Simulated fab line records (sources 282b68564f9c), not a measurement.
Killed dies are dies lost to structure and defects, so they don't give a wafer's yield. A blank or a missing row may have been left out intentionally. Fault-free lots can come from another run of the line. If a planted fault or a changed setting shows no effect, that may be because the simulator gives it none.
The tool behind it: which one? || flow rit cmos || 14 lots (42 wafers sampled), 1 step of a 202-step route

WHAT THE GAUGES SHOWED, per wafer
The record holds no reading of a measuring or inspecting step that can be judged against a usual standard deviation.

WHICH TOOL RAN EACH LOT (tool, then ch and the chambers of the sampled wafers, then the start)
{"lot": "L535", "RIT_FOX2_OXIDATION_00": "furnace-03 ch 0, day 2 03:56"}
{"lot": "L541", "RIT_FOX2_OXIDATION_00": "furnace-04 ch 0, day 3 09:08"}
{"lot": "L543", "RIT_FOX2_OXIDATION_00": "furnace-04 ch 0, day 3 19:02"}
{"lot": "L545", "RIT_FOX2_OXIDATION_00": "furnace-01, day 4 05:44"}
{"lot": "L546", "RIT_FOX2_OXIDATION_00": "furnace-01, day 4 10:17"}
{"lot": "L547", "RIT_FOX2_OXIDATION_00": "furnace-03 ch 0, day 4 16:40"}
{"lot": "L548", "RIT_FOX2_OXIDATION_00": "furnace-04 ch 0, day 4 20:05"}
{"lot": "L549", "RIT_FOX2_OXIDATION_00": "furnace-01 ch 0, day 5 01:38"}
{"lot": "L550", "RIT_FOX2_OXIDATION_00": "furnace-01 ch 0, day 5 06:03"}
{"lot": "L551", "RIT_FOX2_OXIDATION_00": "furnace-01 ch 0, day 5 12:08"}
{"lot": "L552", "RIT_FOX2_OXIDATION_00": "furnace-04 ch 0, day 5 16:05"}
{"lot": "L554", "RIT_FOX2_OXIDATION_00": "furnace-03 ch 0, day 6 02:53"}
{"lot": "L555", "RIT_FOX2_OXIDATION_00": "furnace-04 ch 0, day 6 07:52"}
{"lot": "L556", "RIT_FOX2_OXIDATION_00": "furnace-04 ch 0, day 6 12:05"}
- RIT_FOX2_OXIDATION_00: target thk 350.7 nm, ox time 1130 s.

AS READ BY THE TOOLS THEMSELVES (means over the sampled wafers that have a number; for cases with no such wafer, the mark the record gives instead)
RIT_FOX2_OXIDATION_00. Usual: ox temp c 1100.0 C, standard deviation 0.47; ox temp c max 1105.7, standard deviation 1.8; spike tc source C 1125.0 C, standard deviation 2.9; zone power centre pct 55 %, standard deviation 6.2.
{"lot": "L535", "tool": "furnace-03", "ox temp c (C)": 1099.9, "ox temp c max": 1107.6, "spike tc source C (C)": 1123.0, "zone power centre pct (%)": 51, "flag": ""}
{"lot": "L541", "tool": "furnace-04", "ox temp c (C)": 1099.5, "ox temp c max": 1105.7, "spike tc source C (C)": 1123.0, "zone power centre pct (%)": 51, "flag": ""}
{"lot": "L543", "tool": "furnace-04", "ox temp c (C)": 1100.0, "ox temp c max": 1105.9, "spike tc source C (C)": 1123.2, "zone power centre pct (%)": 51, "flag": ""}
{"lot": "L545", "tool": "furnace-01", "ox temp c (C)": "-", "ox temp c max": "-", "spike tc source C (C)": "-", "zone power centre pct (%)": "-", "flag": "OFF"}
{"lot": "L546", "tool": "furnace-01", "ox temp c (C)": "-", "ox temp c max": "-", "spike tc source C (C)": "-", "zone power centre pct (%)": "-", "flag": "OFF"}
{"lot": "L547", "tool": "furnace-03", "ox temp c (C)": 1100.2, "ox temp c max": 1107.7, "spike tc source C (C)": 1122.9, "zone power centre pct (%)": 51, "flag": ""}
{"lot": "L548", "tool": "furnace-04", "ox temp c (C)": 1099.4, "ox temp c max": 1106.3, "spike tc source C (C)": 1123.9, "zone power centre pct (%)": 51, "flag": ""}
{"lot": "L549", "tool": "furnace-01", "ox temp c (C)": 1100.3, "ox temp c max": 1103.5, "spike tc source C (C)": 1129.2, "zone power centre pct (%)": 64, "flag": ""}
{"lot": "L550", "tool": "furnace-01", "ox temp c (C)": 1100.0, "ox temp c max": 1103.3, "spike tc source C (C)": 1128.2, "zone power centre pct (%)": 64, "flag": ""}
{"lot": "L551", "tool": "furnace-01", "ox temp c (C)": 1100.1, "ox temp c max": 1103.3, "spike tc source C (C)": 1128.8, "zone power centre pct (%)": 65, "flag": ""}
{"lot": "L552", "tool": "furnace-04", "ox temp c (C)": 1100.2, "ox temp c max": 1106.2, "spike tc source C (C)": 1122.7, "zone power centre pct (%)": 51, "flag": ""}
{"lot": "L554", "tool": "furnace-03", "ox temp c (C)": 1100.8, "ox temp c max": 1108.5, "spike tc source C (C)": 1123.4, "zone power centre pct (%)": 50, "flag": ""}
{"lot": "L555", "tool": "furnace-04", "ox temp c (C)": 1099.7, "ox temp c max": 1105.7, "spike tc source C (C)": 1122.9, "zone power centre pct (%)": 51, "flag": ""}
{"lot": "L556", "tool": "furnace-04", "ox temp c (C)": 1100.3, "ox temp c max": 1107.2, "spike tc source C (C)": 1122.9, "zone power centre pct (%)": 51, "flag": ""}

THE ANSWER, worked out from the rows above alone
Rule: lot off if the mean of its wafers having a number is beyond 3 standard deviations from the usual mean. A lot without any number at a reading at which 4 lots or more have one is off too. Where the step has rows for the other lots, those lots are counted as sound. After the gauges, taken in route order, come the tools' own readings; for these a lot's mean is taken, as printed above. The first step at which some lot is off is used, and at that step the reading that is off furthest; a lot without a number counts as furthest.
Off: L545, L546 (RIT_FOX2_OXIDATION_00, ox temp c). Without a number there: L545, L546.
If a tool, at that step or one of the process steps before it, ran each lot that is off and ran no sound lot following the first of them, it fits. None of those tried fits.

WHAT WAS PUT IN BY THE SIMULATOR
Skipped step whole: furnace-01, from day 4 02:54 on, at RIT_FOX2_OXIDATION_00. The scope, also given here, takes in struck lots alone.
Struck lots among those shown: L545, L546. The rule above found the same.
